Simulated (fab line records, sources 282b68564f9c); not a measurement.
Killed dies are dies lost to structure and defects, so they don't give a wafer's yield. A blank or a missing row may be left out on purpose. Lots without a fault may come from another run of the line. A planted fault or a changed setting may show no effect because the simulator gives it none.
Which tool did it? | flow rit_cmos | 15 lots, 45 wafers sampled, at 3 steps of a route of 202

WHAT THE GAUGES READ, wafer by wafer
RIT_SILICIDE_RS_MEAS_02: measures by four-point-probe. Usual: SILICIDE_TI_RS 50.1 ohm/sq, standard deviation 0.8.
lot  | measured    | on            | SILICIDE_TI_RS (ohm/sq) | flag
L936 | day 3 05:05 | film_metro-03 | 49.9 50.5 50.4          |
L937 | day 3 07:41 | film_metro-04 | 51.6 50.6 51.0          |
L938 | day 3 15:16 | film_metro-01 | 50.4 49.2 50.0          |
L940 | day 4 00:37 | film_metro-01 | 51.1 50.6 50.4          |
L941 | day 4 10:22 | film_metro-01 | 50.9 51.2 51.1          |
L946 | day 5 10:10 | film_metro-01 | - - -                   | OFF
L947 | day 5 12:37 | film_metro-01 | - - -                   | OFF
L948 | day 5 19:41 | film_metro-01 | - - -                   | OFF
L951 | day 6 13:12 | film_metro-04 | 49.5 50.0 50.0          |
L952 | day 6 17:22 | film_metro-01 | 50.4 49.7 50.4          |
L953 | day 6 22:14 | film_metro-03 | 50.0 51.6 51.2          |
L954 | day 7 06:50 | film_metro-01 | 49.7 49.3 49.5          |
L956 | day 7 11:54 | film_metro-03 | 49.0 49.0 48.6          |
L957 | day 7 14:22 | film_metro-04 | 50.8 50.4 51.5          |
L958 | day 7 23:01 | film_metro-01 | 50.0 49.4 50.0          |

RIT_SILICIDE_THK_MEAS_03: measures by xrf. Usual: SILICIDE_TI_THK 29.1 nm, standard deviation 0.4.
lot  | measured    | on            | SILICIDE_TI_THK (nm) | flag
L936 | day 3 05:12 | film_metro-03 | 29.4 29.1 29.2       |
L937 | day 3 07:47 | film_metro-04 | 28.4 28.7 28.5       |
L938 | day 3 15:23 | film_metro-01 | 29.1 29.5 29.3       |
L940 | day 4 00:44 | film_metro-01 | 28.5 28.7 28.7       |
L941 | day 4 10:28 | film_metro-01 | 28.8 28.5 28.5       |
L946 | day 5 10:17 | film_metro-01 | <0.0 <0.0 <0.0       | OFF
L947 | day 5 12:44 | film_metro-01 | <0.0 <0.0 <0.0       | OFF
L948 | day 5 19:49 | film_metro-01 | <0.0 <0.0 <0.0       | OFF
L951 | day 6 13:18 | film_metro-04 | 29.1 29.0 28.9       |
L952 | day 6 17:29 | film_metro-01 | 29.0 29.3 29.0       |
L953 | day 6 22:19 | film_metro-03 | 29.5 28.7 28.9       |
L954 | day 7 06:57 | film_metro-01 | 29.3 29.7 29.4       |
L956 | day 7 11:59 | film_metro-03 | 29.8 29.9 30.1       |
L957 | day 7 14:29 | film_metro-04 | 28.5 28.7 28.1       |
L958 | day 7 23:07 | film_metro-01 | 29.2 29.6 29.2       |

WHICH TOOL RAN EACH LOT (tool, then ch and the chambers of the sampled wafers, then the start)
lot  | RIT_SILICIDE_SPUTTER_01
L936 | pvd_sputter-01, day 3 04:56
L937 | pvd_sputter-02, day 3 07:30
L938 | pvd_sputter-01, day 3 15:06
L940 | pvd_sputter-01, day 4 00:28
L941 | pvd_sputter-03, day 4 10:10
L946 | pvd_sputter-01, day 5 10:01
L947 | pvd_sputter-02, day 5 12:27
L948 | pvd_sputter-01, day 5 19:32
L951 | pvd_sputter-03, day 6 12:59
L952 | pvd_sputter-01, day 6 17:13
L953 | pvd_sputter-03, day 6 22:01
L954 | pvd_sputter-01, day 7 06:41
L956 | pvd_sputter-01, day 7 11:41
L957 | pvd_sputter-02, day 7 14:13
L958 | pvd_sputter-01, day 7 22:49
- RIT_SILICIDE_SPUTTER_01: material Ti, target thk 30 nm, time 240 s.

WHAT THE TOOLS THEMSELVES READ (means of the sampled wafers that have a number; where no wafer has one, the mark that the record gives instead)
RIT_SILICIDE_SPUTTER_01. Usual: cathode_dc_power_W 338.10 W, standard deviation 0.064; chamber_pressure_pa 0.6670 Pa, standard deviation 0.0013; throttle_valve_pct 30.0 %, standard deviation 1.1.
lot  | tool           | cathode_dc_power_W (W) | chamber_pressure_pa (Pa) | throttle_valve_pct (%) | flag
L936 | pvd_sputter-01 | 338.16                 | 0.6662                   | 29.8                   |
L937 | pvd_sputter-02 | 338.10                 | 0.6677                   | 29.8                   |
L938 | pvd_sputter-01 | 338.13                 | 0.6661                   | 29.3                   |
L940 | pvd_sputter-01 | 338.13                 | 0.6678                   | 30.0                   |
L941 | pvd_sputter-03 | 338.05                 | 0.6673                   | 29.7                   |
L946 | pvd_sputter-01 | -                      | -                        | -                      | OFF
L947 | pvd_sputter-02 | -                      | -                        | -                      | OFF
L948 | pvd_sputter-01 | -                      | -                        | -                      | OFF
L951 | pvd_sputter-03 | 338.17                 | 0.6657                   | 29.3                   |
L952 | pvd_sputter-01 | 338.13                 | 0.6669                   | 30.1                   |
L953 | pvd_sputter-03 | 338.13                 | 0.6684                   | 30.0                   |
L954 | pvd_sputter-01 | 338.07                 | 0.6664                   | 29.9                   |
L956 | pvd_sputter-01 | 338.11                 | 0.6677                   | 31.1                   |
L957 | pvd_sputter-02 | 338.06                 | 0.6653                   | 29.8                   |
L958 | pvd_sputter-01 | 338.08                 | 0.6670                   | 30.5                   |

THE ANSWER, worked out from the rows above alone
Rule: a lot is off if the mean of its wafers that have a number lies more than 3 standard deviations from the usual mean. A lot without any number at a reading at which 4 lots or more have one is off too. The other lots that the step has rows for count as sound. The gauges are gone through in route order, then the tools' own readings, and for those a lot's mean is taken as printed above. The first step at which some lot is off is used, and at that step the reading that is off furthest; a lot without a number counts as furthest.
Off: L946, L947, L948, at RIT_SILICIDE_RS_MEAS_02 (SILICIDE_TI_RS). Without a number there: L946, L947, L948.
A tool fits if, at a process step before that reading, it ran every lot that is off, and no sound lot after the first of them. The gauges at RIT_SILICIDE_RS_MEAS_02 aren't tried: what is off there is off at RIT_SILICIDE_SPUTTER_01 too, on other tools, and a gauge's error can't cause that. None of those tried fits.

WHAT THE SIMULATOR HAD PUT IN
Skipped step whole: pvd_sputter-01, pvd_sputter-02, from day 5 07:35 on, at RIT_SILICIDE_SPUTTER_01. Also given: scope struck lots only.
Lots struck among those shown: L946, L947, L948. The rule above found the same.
